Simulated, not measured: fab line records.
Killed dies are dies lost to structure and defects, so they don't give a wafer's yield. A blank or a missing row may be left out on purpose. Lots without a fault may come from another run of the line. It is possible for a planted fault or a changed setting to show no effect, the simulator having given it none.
Comparing a struck lot with a sound one + flow rit-cmos + 15 steps out of a route of 202
Sound: wafers L503.1, L503.5, L503.6. Struck: wafers L511.3, L511.5, L511.6. The cause is named last.
At each step with rows: each side's tool, then ch and its chambers, then its first start. Under that, the readings that differ: sound wafers + struck wafers + difference of the means + sigmas: that difference in standard deviations of wafers without a fault.
alike: same words and numbers on both sides, and readings whose means sit less than 2 such deviations apart. not compared: any withheld reading, any reading some wafer has no value for, any bound like >300 that may hide the same value, and any number with overlapping values for which the record gives no deviation.
A row with sigmas, a row that says differs or no value, or rows on one side alone: a step with any of these is where the two part. Non-overlapping numbers with no deviation appear without sigmas and do not part them. Lack of a reading on every wafer of one side parts them only where that side has two or more wafers.

RIT_ACTIVE_BOW_MEAS_00:
  struck on film-metro-04, day 3 02:02; sound on film-metro-04, day 1 10:00
  alike: INCOMING_BOW
then, 1 step without rows for these wafers: RIT_ACTIVE_OXIDATION_01 (target thk 46.8 nm, ox time 3360 s).
RIT_ACTIVE_THK_MEAS_02:
  struck on film-metro-01, day 3 04:33; sound on film-metro-01, day 1 13:02
  alike: ACTIVE_OXIDE_THK
then, 1 step without rows for these wafers: RIT_ACTIVE_CVD_03 (deposits Si3N4 from SiH2Cl2/NH3, target thk 150 nm, time 1500 s).
RIT_ACTIVE_THK_MEAS_04:
  struck on film-metro-04, day 3 06:02; sound on film-metro-01, day 1 15:13
  alike: ACTIVE_NITRIDE_THK
then, 5 steps without rows for these wafers: RIT_ACTIVE_HMDS_05 (prime time 60 s); RIT_ACTIVE_COAT_06 (resist thk 1000 nm); RIT_ACTIVE_SOFTBAKE_07 (time 60 s); RIT_ACTIVE_EXPOSE_08 (exposes mask M1, target cd 1400 nm); RIT_ACTIVE_PEB_09.
RIT_ACTIVE_DEVELOP_10: develop time 50 s.
  sound on litho-track-03 ch 0, day 1 16:00; struck on litho-track-03 ch 0, day 3 06:00
  alike: developer-temp-C
RIT_ACTIVE_CD_MEAS_11: the cd target is 1400 nm.
  struck on cd-sem-02, day 3 07:14; sound on cd-sem-02, day 1 16:16
| reading    | sound                | struck               | difference | sigmas |
|------------|----------------------|----------------------|------------|--------|
| cd-nm (nm) | 1398.1 1396.6 1400.1 | 1415.1 1413.9 1415.2 | +16.5      | +7     |
  not compared: hold
RIT_ACTIVE_ETCH_13: etches Si3N4 in SF6, stops on SiO2, time 210 s, target depth 210 nm.
  sound on rie-diel-04 ch 0,3, day 1 16:32; struck on rie-diel-02 ch 0,1,2, day 3 13:01
| reading                 | sound          | struck         | difference | sigmas |
|-------------------------|----------------|----------------|------------|--------|
| model.ACTIVE.cd-nm (nm) | 1398 1397 1400 | 1415 1414 1415 | +16        |        |
  alike: drypump-motor-current-A, oes-product-au, throttle-valve-pct
  not compared: rf-hours-counter-h
RIT_ACTIVE_STRIP_14: strips in O2, time 180 s.
  sound on plasma-asher-02 ch 0,1, day 1 16:40; struck on plasma-asher-01 ch 0,1, day 3 13:12
| reading                     | sound          | struck         | difference | sigmas |
|-----------------------------|----------------|----------------|------------|--------|
| drypump-motor-current-A (A) | 6.24 6.25 5.96 | 5.36 5.38 6.03 | -0.56      | -2     |
  alike: o2-flow-sccm
  not compared: rf-hours-counter-h
-- the record jumps here: 2 days lie between the struck wafers' starts before and after (it left off in module ACTIVE and takes up again in module M1, whose first step shown is number 202 of the route) --
RIT_M1_PROBE_99:
  struck on prober-02, day 5 14:05; sound on prober-01, day 3 10:27
| reading            | sound | struck | difference | sigmas |
|--------------------|-------|--------|------------|--------|
| killed_at_M0_to_M3 | 0 0 0 | 0 0 1  | +0         | +2     |
  alike: killed-at-front-end, killed-dies, killed-open, killed-short

WHERE THEY PART
At RIT_ACTIVE_CD_MEAS_11 first; at RIT_M1_PROBE_99 last (within this record only).

WHY: what had been put in by the simulator
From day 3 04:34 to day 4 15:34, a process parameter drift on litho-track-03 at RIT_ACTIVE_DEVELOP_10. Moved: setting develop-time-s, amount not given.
